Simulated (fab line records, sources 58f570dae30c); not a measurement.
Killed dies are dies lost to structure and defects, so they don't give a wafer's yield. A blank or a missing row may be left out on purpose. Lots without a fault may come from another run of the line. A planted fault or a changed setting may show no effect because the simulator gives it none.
Which tool did it? | flow berkeley_cmos170 | 13 lots, 39 wafers sampled, at 5 steps of a route of 331

WHAT THE GAUGES READ, wafer by wafer
UCB170_M1_THK_MEAS_02: measures by xrf.
lot  | measured     | on            | M1_AL_THK (nm)
L875 | day 8 12:09  | film_metro-02 | 588 602 597
L880 | day 9 03:02  | film_metro-01 | 585 574 581
L878 | day 9 06:14  | film_metro-04 | 592 595 588
L877 | day 9 06:26  | film_metro-01 | 599 598 604
L879 | day 9 06:37  | film_metro-04 | 605 604 600
L882 | day 9 20:42  | film_metro-01 | 587 591 575
L881 | day 9 22:15  | film_metro-01 | 577 584 589
L884 | day 10 02:30 | film_metro-01 | 578 580 574
L892 | day 12 00:14 | film_metro-04 | 599 595 599
L893 | day 12 00:34 | film_metro-01 | 582 583 585
L896 | day 12 19:16 | film_metro-04 | 595 603 593
L897 | day 12 19:16 | film_metro-01 | 581 580 585
L898 | day 12 21:44 | film_metro-04 | 589 597 595

UCB170_M1_CD_MEAS_09: target cd 700 nm.
lot  | measured     | on        | cd_nm (nm)
L875 | day 8 13:04  | cd_sem-01 | 698.1 697.9 699.4
L880 | day 9 04:27  | cd_sem-01 | 698.4 697.6 698.8
L878 | day 9 08:26  | cd_sem-02 | 699.9 698.8 699.1
L877 | day 9 08:29  | cd_sem-01 | 701.6 700.4 700.9
L879 | day 9 08:40  | cd_sem-02 | 700.0 702.0 701.4
L882 | day 9 22:31  | cd_sem-02 | 702.1 702.5 702.0
L881 | day 9 23:43  | cd_sem-02 | 703.9 703.5 701.8
L884 | day 10 03:24 | cd_sem-01 | 697.0 699.2 698.1
L892 | day 12 01:10 | cd_sem-01 | 699.6 700.2 698.9
L893 | day 12 02:05 | cd_sem-01 | 698.5 698.7 700.3
L896 | day 12 21:05 | cd_sem-02 | 698.8 698.4 698.2
L897 | day 12 21:12 | cd_sem-02 | 700.1 699.8 699.3
L898 | day 12 22:51 | cd_sem-01 | 700.7 699.2 700.1

UCB170_V1_THK_MEAS_04.
lot  | measured     | on            | V1_POLISHED_THK (nm)
L875 | day 8 19:20  | film_metro-01 | 998.7 999.9 999.8
L880 | day 9 06:58  | film_metro-02 | 999.9 1001.3 999.7
L878 | day 9 10:57  | film_metro-02 | 999.9 1000.3 1000.9
L877 | day 9 12:18  | film_metro-01 | 999.3 998.9 998.8
L879 | day 9 12:19  | film_metro-03 | 1001.1 999.8 1000.2
L882 | day 10 01:10 | film_metro-03 | 1000.1 999.6 999.5
L881 | day 10 02:29 | film_metro-02 | 1000.5 1000.6 998.8
L884 | day 10 05:55 | film_metro-02 | 999.3 998.3 1000.2
L892 | day 12 03:40 | film_metro-01 | 1000.6 999.8 1249.7
L893 | day 12 04:58 | film_metro-03 | 998.4 999.2 998.6
L896 | day 13 00:52 | film_metro-03 | 1000.0 1001.6 999.9
L897 | day 13 01:10 | film_metro-02 | 999.0 1000.3 999.7
L898 | day 13 02:31 | film_metro-02 | 998.8 1000.5 998.9

WHICH TOOL RAN EACH LOT (tool, then ch and the chambers of the sampled wafers, then the start)
lot  | UCB170_CONTACT_RTA_08            | UCB170_V1_CMP_02
L875 | rtp_anneal-02 ch 0, day 8 10:13  | cmp-01 ch 0,1,3, day 8 18:59
L880 | rtp_anneal-02 ch 0, day 9 01:02  | cmp-01 ch 0,2,3, day 9 06:36
L878 | rtp_anneal-01 ch 0, day 9 03:21  | cmp-02 ch 0,1,2, day 9 10:38
L877 | rtp_anneal-02 ch 0, day 9 03:28  | cmp-02 ch 1,2,3, day 9 11:55
L879 | rtp_anneal-01 ch 0, day 9 03:29  | cmp-01 ch 0,1,3, day 9 12:01
L882 | rtp_anneal-02 ch 0, day 9 18:04  | cmp-01 ch 0,1, day 10 00:47
L881 | rtp_anneal-01 ch 0, day 9 19:27  | cmp-02 ch 0,1,2, day 10 02:04
L884 | rtp_anneal-02 ch 0, day 10 00:34 | cmp-01 ch 1,2,3, day 10 05:33
L892 | rtp_anneal-02 ch 0, day 11 22:04 | cmp-01 ch 0,1,2, day 12 03:19
L893 | rtp_anneal-01 ch 0, day 11 22:20 | cmp-02 ch 1,2,3, day 12 04:32
L896 | rtp_anneal-02 ch 0, day 12 15:26 | cmp-02 ch 0,1,2, day 13 00:26
L897 | rtp_anneal-01 ch 0, day 12 15:26 | cmp-02 ch 2,3, day 13 00:44
L898 | rtp_anneal-02 ch 0, day 12 19:09 | cmp-02 ch 0,1,3, day 13 02:14
- UCB170_CONTACT_RTA_08: time 10 s.
- UCB170_V1_CMP_02: polishes SiO2.

WHAT THE TOOLS THEMSELVES READ (means of the sampled wafers that have a number; where no wafer has one, the mark that the record gives instead)
UCB170_CONTACT_RTA_08.
lot  | tool          | lamp_power_pct (%) | wafer_temp_C_max
L875 | rtp_anneal-02 | 23.3               | 904.4
L880 | rtp_anneal-02 | 23.3               | 904.6
L878 | rtp_anneal-01 | 25.9               | 905.0
L877 | rtp_anneal-02 | 23.3               | 904.7
L879 | rtp_anneal-01 | 25.9               | 903.4
L882 | rtp_anneal-02 | 23.3               | 904.4
L881 | rtp_anneal-01 | 25.9               | 903.5
L884 | rtp_anneal-02 | 23.3               | 904.0
L892 | rtp_anneal-02 | 23.3               | 904.6
L893 | rtp_anneal-01 | 26.0               | 903.8
L896 | rtp_anneal-02 | 23.3               | 904.1
L897 | rtp_anneal-01 | 25.9               | 903.6
L898 | rtp_anneal-02 | 23.3               | 903.8

UCB170_V1_CMP_02.
lot  | tool   | edge_zone_pressure_frac | motor_current_A (A)
L875 | cmp-01 | 1.003                   | 15.8
L880 | cmp-01 | 1.002                   | 15.4
L878 | cmp-02 | 1.001                   | 15.5
L877 | cmp-02 | 1.001                   | 14.7
L879 | cmp-01 | 1.003                   | 16.2
L882 | cmp-01 | 1.001                   | 15.4
L881 | cmp-02 | 0.996                   | 15.8
L884 | cmp-01 | 1.001                   | 17.0
L892 | cmp-01 | 0.999                   | 15.3
L893 | cmp-02 | 1.000                   | 14.3
L896 | cmp-02 | 1.003                   | 15.4
L897 | cmp-02 | 1.004                   | 15.3
L898 | cmp-02 | 0.999                   | 15.3

THE ANSWER, worked out from the rows above alone
Rule: what is usual is taken from the lots themselves. Put in order of their means at a reading, lots are off if they are a third of the lots or fewer, leave a main group of 4 or more, and stand apart from it by a gap of 3 or more times the standard deviation of the main group's means; of several such gaps the widest counts. A main group whose means are all the same, to the digits that the tables above print for the reading, isn't used. A lot without any number at a reading at which 4 lots or more have one is off too. The other lots that the step has rows for count as sound. The gauges are gone through in route order, then the tools' own readings, and for those a lot's mean is taken as printed above. The first step at which some lot is off is used, and at that step the reading that is off furthest; a lot without a number counts as furthest.
Off: L892, at UCB170_V1_THK_MEAS_04 (V1_POLISHED_THK). The main group: mean 999.7 nm, standard deviation 0.56.
A tool fits if, at a process step before that reading, it ran every lot that is off, and no sound lot after the first of them. The gauges at UCB170_V1_THK_MEAS_04 are tried like those tools. Can't be told from this: 2 tools fit, cmp-01 at UCB170_V1_CMP_02, film_metro-01 at UCB170_V1_THK_MEAS_04.

WHAT THE SIMULATOR HAD PUT IN
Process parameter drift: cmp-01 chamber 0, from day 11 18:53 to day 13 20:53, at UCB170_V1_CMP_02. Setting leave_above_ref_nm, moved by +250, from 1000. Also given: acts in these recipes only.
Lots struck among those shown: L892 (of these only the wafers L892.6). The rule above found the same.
